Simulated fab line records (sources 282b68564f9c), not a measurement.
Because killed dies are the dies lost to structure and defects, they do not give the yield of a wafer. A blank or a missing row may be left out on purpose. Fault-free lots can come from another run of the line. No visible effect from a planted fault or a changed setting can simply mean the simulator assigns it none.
A lot that was struck, set against a sound lot	flow rit cmos	19 steps out of a route of 202
Sound: wafers L894.1, L894.2, L894.6. Wafers struck: L898.3, L898.4, L898.6. The cause is given at the end.
Per side, at each step with rows, come the tool, then ch with its chambers, and then its first start. Under that, the readings that differ: sound wafers	struck wafers	difference of the means	sigmas: that difference in standard deviations of wafers without a fault.
alike: same words and numbers on both sides, and readings whose means sit less than 2 such deviations apart. not compared: any withheld reading, any reading some wafer has no value for, any bound like >300 that may hide the same value, and any number with overlapping values for which the record gives no deviation.
A row with sigmas, a row that says differs or no value, or rows on one side alone: a step with any of these is where the two part. Numbers that don't overlap but have no deviation are shown without sigmas and don't part them. A reading missing from all wafers of one side parts the sides only when that side holds two or more wafers.

first, 4 steps without rows for these wafers: RIT_PSD_SOFTBAKE_02 (time 60 s); RIT_PSD_EXPOSE_03 (exposes mask M10, target cd 40900 nm); RIT_PSD_PEB_04; RIT_PSD_DEVELOP_05 (develop time 50 s).
RIT_PSD_OVL_MEAS_06:
  sound on overlay-02, day 4 10:59; struck on overlay-02, day 5 11:00
  alike: PSD_OVL
then, 2 steps without rows for these wafers: RIT_PSD_HARDBAKE_07 (time 60 s); RIT_PSD_IMPLANT_08.
RIT_PSD_STRIP_09: strips in O2, time 180 s.
  sound on plasma asher-02 ch 0,1, day 4 11:19; struck on plasma asher-04 ch 0,1, day 5 11:23
  alike: drypump motor current A
  not compared: rf hours counter h
RIT_PSD_TW_MEAS_10:
  sound on film metro-03, day 4 11:29; struck on film metro-04, day 5 11:31
reading	sound	struck	difference	sigmas
PSD_TW	3447 3458 3463	3387 3382 3410	-63	-2
then, 3 steps without rows for these wafers: RIT_SDANNEAL_CLEAN_00 (cleans in SC1, time 600 s); RIT_SDANNEAL_CLEAN_01 (cleans in dHF, time 30.43 s); RIT_SDANNEAL_CLEAN_02 (cleans in SC2, time 600 s).
RIT_SDANNEAL_RTA_03: time 5 s.
  sound on rtp anneal-01 ch 0, day 4 11:55; struck on rtp anneal-01 ch 0, day 5 11:57
  alike: wafer_temp_C_max
RIT_SDANNEAL_RS_MEAS_04: measurement is done with a four-point probe.
  sound on film metro-02, day 4 11:58; struck on film metro-03, day 5 12:01
reading	sound	struck	difference	sigmas
PSD_RS (ohm/sq)	115.58 115.66 115.82	97.11 97.27 97.15	-18.51	-66
RIT_SDANNEAL_RS_MEAS_05: measurement is done with a four-point probe.
  sound on film metro-02, day 4 12:05; struck on film metro-03, day 5 12:08
reading	sound	struck	difference	sigmas
NSD_RS (ohm/sq)	84.13 84.04 84.19	81.31 81.35 81.39	-2.77	-12
RIT_SDANNEAL_RS_MEAS_06: measurement is done with a four-point probe.
  sound on film metro-02, day 4 12:13; struck on film metro-03, day 5 12:16
reading	sound	struck	difference	sigmas
PLDD_RS (ohm/sq)	180.0 180.4 180.2	162.2 161.9 161.5	-18.3	-41
RIT_SDANNEAL_RS_MEAS_07: measurement is done with a four-point probe.
  sound on film metro-02, day 4 12:20; struck on film metro-03, day 5 12:23
reading	sound	struck	difference	sigmas
NLDD_RS (ohm/sq)	151.4 151.1 151.8	148.3 148.3 147.9	-3.3	-6
then, 1 step without rows for these wafers: RIT_SILICIDE_WET_ETCH_00 (etches SiO2 in BOE, target depth 14 nm, time 15 s).
RIT_M1_PROBE_99:
  the record holds rows for the sound wafers here (prober-02, day 4 19:45) but none for the struck ones

WHERE THEY PART
First at RIT_PSD_TW_MEAS_10; last, within this record, at RIT_M1_PROBE_99.

WHY: whatever the simulator had introduced
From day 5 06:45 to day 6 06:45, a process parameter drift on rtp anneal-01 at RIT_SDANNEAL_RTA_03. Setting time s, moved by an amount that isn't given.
